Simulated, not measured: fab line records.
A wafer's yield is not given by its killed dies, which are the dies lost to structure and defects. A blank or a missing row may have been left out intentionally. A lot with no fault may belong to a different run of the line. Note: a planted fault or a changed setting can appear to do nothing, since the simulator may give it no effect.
fab line records	flow rit_cmos
record: lots: 5	wafers: 15	last_day: 7
route steps=202 shown ACTIVE@6 FOX1@20 FOX2@23 NWELL@28 PWELL@39 M1@202
lots that met no fault: from a run of the same line without faults
start_h: hours from the record's first day to the start of the lot's first wafer shown	wait_h: time in hours since the lot's previous step	" same as the row above	L1.1+2: one row covering several wafers at once	- either no value or no given start	* or withheld: withheld	< > ~ a bound
route shown NAME@n: NAME is a module with steps in the file, n the number in the route of the first one	usual: mean/standard deviation taken from wafers without a fault	same: alike in all rows	chamber/n: place in a boat	sites: each site's reading	_std_site: the standard deviation of these	_edge_site: mean of outer sites minus mean of inner sites	radius_mm: for every site, how far away it sits from the centre of the wafer	mask NAME#n: copy n	behind: tool/chamber where the wafer was last shaped	hold: cause of the lot's hold/its duration in hours/its outcome	device: transistor that didn't switch, given as n, p or np	end of line: the route-end tests of the same wafers	a step without rows: its recipe alone	killed: dies lost to structure and defects at the first sort, not the wafer's yield	map: a wafer's dies, x killed, . not, _ none there
set.NAME: the setting that was run; set.NAME@STEP: the one run at that earlier step	model.NAME: the simulator's own value behind a step, which no gauge read
lots seen at some steps along the route; tables by step, rows by wafer
services: a tool's chamber out of use, with start hour (start_h, from the record's first day; less than 0 if before it), hours out, and reason
== steps ==
step: RIT_ACTIVE_HMDS_05
recipe: prime_time_s: 60	prime_temp_c: 140
step: RIT_ACTIVE_COAT_06
recipe: resist: NOVOLAK	spin_rpm: 3250	resist_thk_nm: 1000
step: RIT_ACTIVE_SOFTBAKE_07
recipe: resist: NOVOLAK	temp_c: 90	time_s: 60
step: RIT_ACTIVE_EXPOSE_08
recipe: mask_id: M1	na: 0.6	source_shape: conventional	sigma_outer: 0.6	target_cd_nm: 1400	dose_mj: 225
step: RIT_ACTIVE_PEB_09
recipe: resist: NOVOLAK	temp_c: withheld	time_s: withheld
step: RIT_ACTIVE_DEVELOP_10
recipe: resist: NOVOLAK	develop_time_s: 50	dev_temp_c: 23
step: RIT_ACTIVE_CD_MEAS_11
recipe: target_cd_nm: 1400
usual: cd_nm: 1399.0/2.7
lot.wafer	tool	chamber	start_h	wait_h	cd_nm
L660.1	cd_sem-01	-	14.76	-	1403.1
L660.3	"	-	"	"	1400.0
L660.5	"	-	"	"	1401.0
L666.1	cd_sem-02	-	44.44	-	1395.7
L666.3	"	-	"	"	1399.1
L666.4	"	-	"	"	1398.0
L674.2	cd_sem-01	-	88.02	-	1398.0
L674.4	"	-	"	"	1398.6
L674.6	"	-	"	"	1397.9
L675.1	cd_sem-01	-	89.44	-	1397.0
L675.5	"	-	"	"	1397.4
L675.6	"	-	"	"	1397.6
L680.2	cd_sem-02	-	114.46	-	1404.4
L680.4	"	-	"	"	1402.9
L680.5	"	-	"	"	1404.5
step: RIT_ACTIVE_HARDBAKE_12
recipe: resist: NOVOLAK	temp_c: 140	time_s: 60
step: RIT_ACTIVE_ETCH_13
recipe: stop_on: SiO2	chemistry: SF6	target: Si3N4	time_s: 210	over_etch_frac: 0.4	SF6_flow_sccm: 200	pressure_mtorr: 260	rf_w: 125	target_depth_a: 2100
usual: drypump_motor_current_A: 5.8/0.4	oes_product_au: 0.816/0.012	throttle_valve_pct: 7.43/0.11
same: time_s: 210
lot.wafer	tool	chamber	start_h	wait_h	drypump_motor_current_A	oes_product_au	rf_hours_counter_h	throttle_valve_pct
L660.1	rie_diel-04	0	15.03	0.1	5.9	0.812	121	7.38
L660.3	"	2	"	"	6.2	0.822	160	7.68
L660.5	"	1	"	"	5.7	0.842	-	7.37
L666.1	rie_diel-02	0	44.71	0.1	5.7	0.817	123	7.38
L666.3	"	3	"	"	5.4	0.809	115	7.31
L666.4	"	2	"	"	5.9	0.804	102	7.43
L674.2	rie_diel-01	2	88.27	0.1	5.7	0.813	159	7.28
L674.4	"	3	"	"	5.2	0.820	2	7.38
L674.6	"	3	"	"	5.2	0.821	-	7.37
L675.1	rie_diel-04	0	89.71	0.1	5.9	0.791	122	7.37
L675.5	"	3	"	"	6.1	0.814	-	7.59
L675.6	"	0	"	"	6.0	0.792	-	7.37
L680.2	rie_diel-02	0	114.71	0.1	5.7	0.823	124	7.39
L680.4	"	3	"	"	5.3	0.817	-	7.32
L680.5	"	2	"	"	5.9	0.817	-	7.46
step: RIT_ACTIVE_STRIP_14
recipe: chemistry: O2	time_s: 180	resist: NOVOLAK	platen_temp_c: withheld	power_w: 500	pressure_mtorr: 4000	o2_flow_sccm: 4000
usual: drypump_motor_current_A: 5.5/0.45
same: time_s: 180
lot.wafer	tool	chamber	start_h	wait_h	drypump_motor_current_A	rf_hours_counter_h
L660.1	plasma_asher-03	1	15.16	0.1	5.7	22
L660.3	"	0	"	"	6.0	-
L660.5	"	1	"	"	5.7	-
L666.1	plasma_asher-04	0	44.84	0.1	4.8	40
L666.3	"	0	"	"	4.8	-
L666.4	"	1	"	"	5.2	-
L674.2	plasma_asher-01	0	88.41	0.1	5.1	45
L674.4	"	1	"	"	6.0	-
L674.6	"	1	"	"	6.1	-
L675.1	plasma_asher-01	1	89.84	0.1	6.1	45
L675.5	"	0	"	"	5.1	-
L675.6	"	1	"	"	6.1	-
L680.2	plasma_asher-01	1	114.84	0.1	6.0	48
L680.4	"	1	"	"	6.0	-
L680.5	"	0	"	"	5.1	-
step: RIT_ACTIVE_CD_MEAS_90
recipe: target_cd_nm: 1400
usual: cd_nm: 1399.1/2.7
lot.wafer	tool	chamber	start_h	wait_h	cd_nm
L660.1	cd_sem-01	-	15.34	0.1	1403.3
L660.3	"	-	"	"	1400.2
L660.5	"	-	"	"	1401.2
L666.1	cd_sem-01	-	45.02	0.1	1395.8
L666.3	"	-	"	"	1399.4
L666.4	"	-	"	"	1397.9
L674.2	cd_sem-01	-	88.60	0.1	1398.1
L674.4	"	-	"	"	1398.5
L674.6	"	-	"	"	1398.0
L675.1	cd_sem-02	-	90.02	0.1	1397.2
L675.5	"	-	"	"	1397.7
L675.6	"	-	"	"	1397.8
L680.2	cd_sem-02	-	115.04	0.1	1404.8
L680.4	"	-	"	"	1403.3
L680.5	"	-	"	"	1404.3
step: RIT_ACTIVE_CLEAN_15
recipe: chemistry: SC1	mix: 3:3:50	time_s: 600	temp_c: 75
step: RIT_ACTIVE_CLEAN_16
recipe: chemistry: dHF	dilution: 50:1	time_s: 30
same: time_s: 30
lot.wafer	tool	chamber	start_h	wait_h
L660.1+3+5	wet_bench-04	0	15.63	0.0
L666.1+3+4	wet_bench-03	0	45.31	0.0
L674.2+4+6	wet_bench-04	3	88.88	0.0
L675.1+5+6	wet_bench-03	1	90.31	0.0
L680.2+4+5	wet_bench-02	2	115.31	0.0
step: RIT_ACTIVE_CLEAN_17
recipe: chemistry: SC2	mix: 3:3:50	time_s: 600	temp_c: 75	dry: n2_spin
step: RIT_FOX1_OXIDATION_00
recipe: temp_c: 1100	ambient: H2O	target_thk_a: 3507	p_h2o_torr: 720	ox_time_s: 1130
step: RIT_FOX1_THK_MEAS_01
recipe: reads: SiO2_of_FOX1_OXIDATION_00
usual: FOX1_OXIDE_THK: 350/8.1
lot.wafer	tool	chamber	start_h	wait_h	FOX1_OXIDE_THK[nm]
L660.1	film_metro-03	-	17.33	0.0	346
L660.3	"	-	"	"	349
L660.5	"	-	"	"	353
L666.1	film_metro-04	-	46.82	0.0	350
L666.3	"	-	"	"	355
L666.4	"	-	"	"	351
L674.2	film_metro-01	-	90.39	0.0	345
L674.4	"	-	"	"	345
L674.6	"	-	"	"	350
L675.1	film_metro-03	-	91.82	0.0	345
L675.5	"	-	"	"	342
L675.6	"	-	"	"	349
L680.2	film_metro-01	-	117.24	0.0	348
L680.4	"	-	"	"	356
L680.5	"	-	"	"	348
step: RIT_FOX1_WET_ETCH_02
recipe: chemistry: BOE	target_depth_nm: 350	time_s: 390	temp_c: 21.5	dry: n2_spin	dilution: 10:1	target: SiO2
step: RIT_FOX2_OXIDATION_00
recipe: temp_c: 1100	ambient: H2O	target_thk_a: 3507	p_h2o_torr: 720	ox_time_s: 1130
step: RIT_FOX2_THK_MEAS_01
recipe: reads: SiO2_of_FOX2_OXIDATION_00
usual: FOX2_OXIDE_THK: 353/5.9
lot.wafer	tool	chamber	start_h	wait_h	FOX2_OXIDE_THK[nm]
L660.1	film_metro-01	-	20.14	0.0	349
L660.3	"	-	"	"	351
L660.5	"	-	"	"	349
L666.1	film_metro-01	-	49.18	0.0	351
L666.3	"	-	"	"	357
L666.4	"	-	"	"	348
L674.2	film_metro-01	-	92.14	0.0	355
L674.4	"	-	"	"	356
L674.6	"	-	"	"	352
L675.1	film_metro-03	-	93.37	0.0	352
L675.5	"	-	"	"	348
L675.6	"	-	"	"	353
L680.2	film_metro-01	-	118.73	0.0	346
L680.4	"	-	"	"	348
L680.5	"	-	"	"	353
step: RIT_FOX2_CLEAN_02
recipe: chemistry: dHF	dilution: 50:1	time_s: 180
step: RIT_FOX2_WET_ETCH_03
recipe: chemistry: H3PO4	target: Si3N4	target_depth_nm: 195	temp_c: 165	time_s: 2700
step: RIT_FOX2_THK_MEAS_90
recipe: reads: SiO2_of_FOX2_OXIDATION_00
usual: FIELD_OXIDE_LEFT_1_THK: 325/6
lot.wafer	tool	chamber	start_h	wait_h	FIELD_OXIDE_LEFT_1_THK[nm]
L660.1	film_metro-01	-	21.02	0.0	322
L660.3	"	-	"	"	323
L660.5	"	-	"	"	322
L666.1	film_metro-03	-	50.05	0.0	323
L666.3	"	-	"	"	329
L666.4	"	-	"	"	321
L674.2	film_metro-01	-	93.09	0.0	327
L674.4	"	-	"	"	328
L674.6	"	-	"	"	324
L675.1	film_metro-02	-	94.25	0.0	325
L675.5	"	-	"	"	321
L675.6	"	-	"	"	326
L680.2	film_metro-01	-	119.61	0.0	318
L680.4	"	-	"	"	321
L680.5	"	-	"	"	326
step: RIT_NWELL_HMDS_00
recipe: prime_time_s: 60	prime_temp_c: 140
step: RIT_NWELL_COAT_01
recipe: resist: NOVOLAK	spin_rpm: 2000	resist_thk_nm: 1300
step: RIT_NWELL_SOFTBAKE_02
recipe: resist: NOVOLAK	temp_c: 90	time_s: 60
step: RIT_NWELL_EXPOSE_03
recipe: mask_id: M2	na: 0.57	target_cd_nm: 43900	dose_mj: 250
step: RIT_NWELL_PEB_04
recipe: resist: NOVOLAK	temp_c: withheld	time_s: withheld
step: RIT_NWELL_DEVELOP_05
recipe: resist: NOVOLAK	develop_time_s: 68	dev_temp_c: 23
step: RIT_NWELL_OVL_MEAS_06
usual: NWELL_OVL: 0.1/1.4
lot.wafer	tool	chamber	start_h	wait_h	NWELL_OVL[nm]
L660.1	overlay-02	-	22.38	-	2.1
L660.3	"	-	"	"	-0.8
L660.5	"	-	"	"	0.1
L666.1	overlay-01	-	51.12	-	-0.8
L666.3	"	-	"	"	-1.6
L666.4	"	-	"	"	-1.4
L674.2	overlay-01	-	94.16	-	-0.9
L674.4	"	-	"	"	-1.4
L674.6	"	-	"	"	1.1
L675.1	overlay-01	-	95.34	-	1.4
L675.5	"	-	"	"	-0.1
L675.6	"	-	"	"	-0.8
L680.2	overlay-01	-	120.67	-	1.4
L680.4	"	-	"	"	0.9
L680.5	"	-	"	"	0.5
step: RIT_NWELL_HARDBAKE_07
recipe: resist: NOVOLAK	temp_c: 140	time_s: 120
step: RIT_NWELL_IMPLANT_08
recipe: species: P	energy_kev: 170	dose_cm2: 5e+13	tilt_deg: 7
step: RIT_NWELL_STRIP_09
recipe: chemistry: O2	time_s: 180	resist: NOVOLAK	platen_temp_c: withheld	power_w: 500	pressure_mtorr: 4000	o2_flow_sccm: 4000
usual: drypump_motor_current_A: 5.7/0.56
same: time_s: 180
lot.wafer	tool	chamber	start_h	wait_h	drypump_motor_current_A	rf_hours_counter_h
L660.1	plasma_asher-02	1	22.81	0.1	5.8	38
L660.3	"	1	"	"	5.7	-
L660.5	"	1	"	"	5.8	-
L666.1	plasma_asher-01	1	51.56	0.1	6.1	40
L666.3	"	1	"	"	6.1	-
L666.4	"	0	"	"	5.1	-
L674.2	plasma_asher-04	1	94.59	0.1	5.2	45
L674.4	"	1	"	"	5.2	-
L674.6	"	1	"	"	5.2	-
L675.1	plasma_asher-02	0	95.78	0.1	6.5	46
L675.5	"	0	"	"	6.5	-
L675.6	"	1	"	"	5.7	-
L680.2	plasma_asher-01	0	121.10	0.1	5.1	48
L680.4	"	0	"	"	5.1	-
L680.5	"	1	"	"	6.1	-
step: RIT_NWELL_TW_MEAS_10
usual: NWELL_TW: 2156/22
lot.wafer	tool	chamber	start_h	wait_h	NWELL_TW
L660.1	film_metro-01	-	22.99	0.1	2115
L660.3	"	-	"	"	2123
L660.5	"	-	"	"	2107
L666.1	film_metro-04	-	51.73	0.1	2163
L666.3	"	-	"	"	2173
L666.4	"	-	"	"	2159
L674.2	film_metro-04	-	94.77	0.1	2184
L674.4	"	-	"	"	2175
L674.6	"	-	"	"	2172
L675.1	film_metro-02	-	95.95	0.1	2165
L675.5	"	-	"	"	2155
L675.6	"	-	"	"	2153
L680.2	film_metro-02	-	121.28	0.1	2167
L680.4	"	-	"	"	2172
L680.5	"	-	"	"	2164
step: RIT_PWELL_HMDS_00
recipe: prime_time_s: 60	prime_temp_c: 140
step: RIT_PWELL_COAT_01
recipe: resist: NOVOLAK	spin_rpm: 2000	resist_thk_nm: 1300
step: RIT_PWELL_SOFTBAKE_02
recipe: resist: NOVOLAK	temp_c: 90	time_s: 60
step: RIT_PWELL_EXPOSE_03
recipe: mask_id: M3	na: 0.57	target_cd_nm: 43700	dose_mj: 250
step: RIT_PWELL_PEB_04
recipe: resist: NOVOLAK	temp_c: withheld	time_s: withheld
step: RIT_PWELL_DEVELOP_05
recipe: resist: NOVOLAK	develop_time_s: 68	dev_temp_c: 23
step: RIT_PWELL_OVL_MEAS_06
usual: PWELL_OVL: 0.1/1.3
lot.wafer	tool	chamber	start_h	wait_h	PWELL_OVL[nm]
L660.1	overlay-02	-	23.93	-	-0.8
L660.3	"	-	"	"	0.0
L660.5	"	-	"	"	0.2
L666.1	overlay-01	-	52.82	-	-0.1
L666.3	"	-	"	"	-1.0
L666.4	"	-	"	"	-2.4
L674.2	overlay-02	-	95.72	-	0.3
L674.4	"	-	"	"	-0.6
L674.6	"	-	"	"	-0.3
L675.1	overlay-01	-	96.89	-	-0.6
L675.5	"	-	"	"	0.3
L675.6	"	-	"	"	-0.7
L680.2	overlay-01	-	122.35	-	2.0
L680.4	"	-	"	"	2.2
L680.5	"	-	"	"	0.7
step: RIT_PWELL_HARDBAKE_07
recipe: resist: NOVOLAK	temp_c: 140	time_s: 120
step: RIT_PWELL_IMPLANT_08
recipe: species: B	energy_kev: 170	dose_cm2: 7e+13	tilt_deg: 7
step: RIT_M1_PROBE_99
usual: killed_at_contacts: 0.1/0.24	killed_at_front_end: 6.8/2.8	killed_dies: 6.9/2.8	killed_on_rim: 1.8/1.4	killed_open: 3.3/1.9	killed_short: 3.5/1.8
same: gross_dies: 264	killed_at_M0_to_M3: 0	killed_at_M4_up: 0	killed_at_back_side: 0	killed_at_other: 0
lot.wafer	tool	chamber	start_h	wait_h	killed_at_contacts	killed_at_front_end	killed_dies	killed_on_rim	killed_open	killed_short
L660.1	prober-01	-	58.69	0.1	0	7	7	2	4	3
L660.3	prober-01	-	58.79	0.2	0	11	11	3	6	5
L660.5	prober-01	-	58.89	0.2	0	12	12	5	8	4
L666.1	prober-01	-	87.19	0.1	0	7	7	2	4	3
L666.3	prober-01	-	87.29	0.2	0	5	5	1	3	2
L666.4	prober-01	-	87.34	0.2	0	9	9	4	6	3
L675.1	prober-01	-	133.44	0.1	0	12	12	4	6	6
L675.5	prober-01	-	133.64	0.2	0	6	6	1	3	3
L675.6	prober-01	-	133.69	0.2	0	7	7	0	2	5
L674.2	prober-01	-	133.79	0.4	0	19	19	8	1	1
L674.4	prober-01	-	133.89	0.5	0	19	19	9	1	2
L674.6	prober-01	-	133.99	0.6	0	18	18	7	1	1
L680.2	prober-02	-	156.17	0.1	1	9	10	4	5	5
L680.4	prober-02	-	156.27	0.2	0	6	6	2	2	4
L680.5	prober-02	-	156.32	0.2	0	5	5	1	2	3
killed by level:class
L660.1 FOX1:geometric_particle:open=3 FOX1:geometric_particle:short=2 REOX:geometric_particle:open=1 SPACER:geometric_particle:short=1
L660.3 FOX1:geometric_particle:short=4 FOX1:geometric_particle:open=3 GATE:geometric_particle:open=2 SPACER:geometric_particle:short=1 SILICIDE:geometric_particle:open=1
L660.5 FOX1:geometric_particle:open=4 FOX1:geometric_particle:short=2 GATE:geometric_particle:open=2 FOX2:geometric_particle:open=1 GATE:geometric_particle:short=1 REOX:geometric_particle:short=1 SPACER:geometric_particle:open=1
L666.1 FOX2:geometric_particle:short=2 REOX:geometric_particle:open=2 FOX2:geometric_particle:open=1 GATE:geometric_particle:short=1 SILICIDE:geometric_particle:open=1
L666.3 FOX1:geometric_particle:open=1 FOX2:geometric_particle:open=1 GATE:geometric_particle:short=1 GATE:geometric_particle:open=1 REOX:geometric_particle:short=1
L666.4 GATE:geometric_particle:open=4 SPACER:geometric_particle:short=2 REOX:geometric_particle:open=1 REOX:geometric_particle:short=1 SPACER:geometric_particle:open=1
L675.1 SILICIDE:geometric_particle:short=3 SILICIDE:geometric_particle:open=3 SPACER:geometric_particle:open=2 FOX2:geometric_particle:open=1 FOX2:geometric_particle:short=1 GATE:geometric_particle:short=1 SPACER:geometric_particle:short=1
L675.5 SPACER:geometric_particle:short=3 FOX1:geometric_particle:open=1 GATE:geometric_particle:open=1 SPACER:geometric_particle:open=1
L675.6 FOX1:geometric_particle:short=1 FOX2:geometric_particle:open=1 GATE:geometric_particle:open=1 GATE:geometric_particle:short=1 REOX:geometric_particle:short=1 SPACER:geometric_particle:short=1 SILICIDE:geometric_particle:short=1
L674.2 ACTIVE:unspecified=17 REOX:geometric_particle:open=1 SPACER:geometric_particle:short=1
L674.4 ACTIVE:unspecified=16 GATE:geometric_particle:short=2 GATE:geometric_particle:open=1
L674.6 ACTIVE:unspecified=16 FOX2:geometric_particle:open=1 GATE:geometric_particle:short=1
L680.2 GATE:geometric_particle:short=3 SPACER:geometric_particle:open=2 SILICIDE:geometric_particle:open=2 FOX1:geometric_particle:open=1 FOX1:geometric_particle:short=1 CONTACT:geometric_particle:short=1
L680.4 GATE:geometric_particle:open=2 GATE:geometric_particle:short=2 SPACER:geometric_particle:short=2
L680.5 GATE:geometric_particle:short=3 FOX1:geometric_particle:open=1 GATE:geometric_particle:open=1
map L674.2 (x killed, . not)
________......._______
_____.............____
____...............___
___x................__
__xx.x..............._
__xxx................_
_xxxx.................
_xxxxx............x...
_x....................
_.....................
__..................._
__..................._
___.................__
____...x...........___
_____.............____
________......._______
map L660.5 (x killed, . not)
________x.....x_______
_____x.........x..____
____.....x.........___
___.................__
__..................._
__..................._
_..........x.......x..
_.....................
_.....x.......x.......
_.....................
__..................._
__..........x......x._
___.............x...__
____...............___
_____.............____
________......._______
== services ==
tool	chamber	start_h	hours	kind
plasma_asher-04	-	-2.84	2.8	pm
plasma_asher-01	-	22.10	1.8	repair
rie_diel-04	2	57.23	6.5	repair
plasma_asher-03	-	74.96	24.9	pm
plasma_asher-01	-	85.33	2.8	pm
rie_diel-04	2	87.32	-	clean
rie_diel-04	2	87.32	18.1	scheduled_down
rie_diel-04	2	87.32	18.1	vent_cycle
wet_bench-04	-	89.14	0.6	repair
rie_diel-04	3	101.87	3.9	repair
rie_diel-02	1	102.31	16.7	repair
rie_diel-02	0	102.37	5.3	repair
rie_diel-01	2	105.66	-	clean
rie_diel-01	2	105.66	15.9	scheduled_down
rie_diel-01	2	105.66	15.9	vent_cycle
plasma_asher-04	-	108.75	9.0	pm
plasma_asher-04	0	108.75	9.0	vent_cycle
plasma_asher-04	1	108.75	9.0	vent_cycle
rie_diel-04	-	117.20	15.6	pm
plasma_asher-04	0	117.75	-	clean
plasma_asher-04	1	117.75	-	clean
== key ==
first_sign: step: RIT_M1_PROBE_99	reading: killed_at_front_end	direction: up	sigmas: 4.3	usual: 6.8	struck: 18.7
effect: step: RIT_M1_PROBE_99	reading: killed_dies	direction: up	sigmas: 4.2	usual: 6.9	struck: 18.7
met_at RIT_ACTIVE_CLEAN_16
struck_wafers L674.2,L674.4,L674.6
tester_left_out L674
also_fits RIT_ACTIVE_ETCH_13:rie_diel-01,RIT_NWELL_STRIP_09:plasma_asher-04
fault: kind: chamber_particle_source	tool: wet_bench-04	chamber: 3	onset_h: 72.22	steps: RIT_ACTIVE_CLEAN_16	rate_per_visit_cm2: 0.94966	end_h: 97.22
tester_left_out: of these lots the tester's yield and bins aren't shown, on N5 and GAA mostly nor the transistor test; their killed dies are dies lost to structure and defects alone, not to doping, threshold or leakage, so they don't give the yield
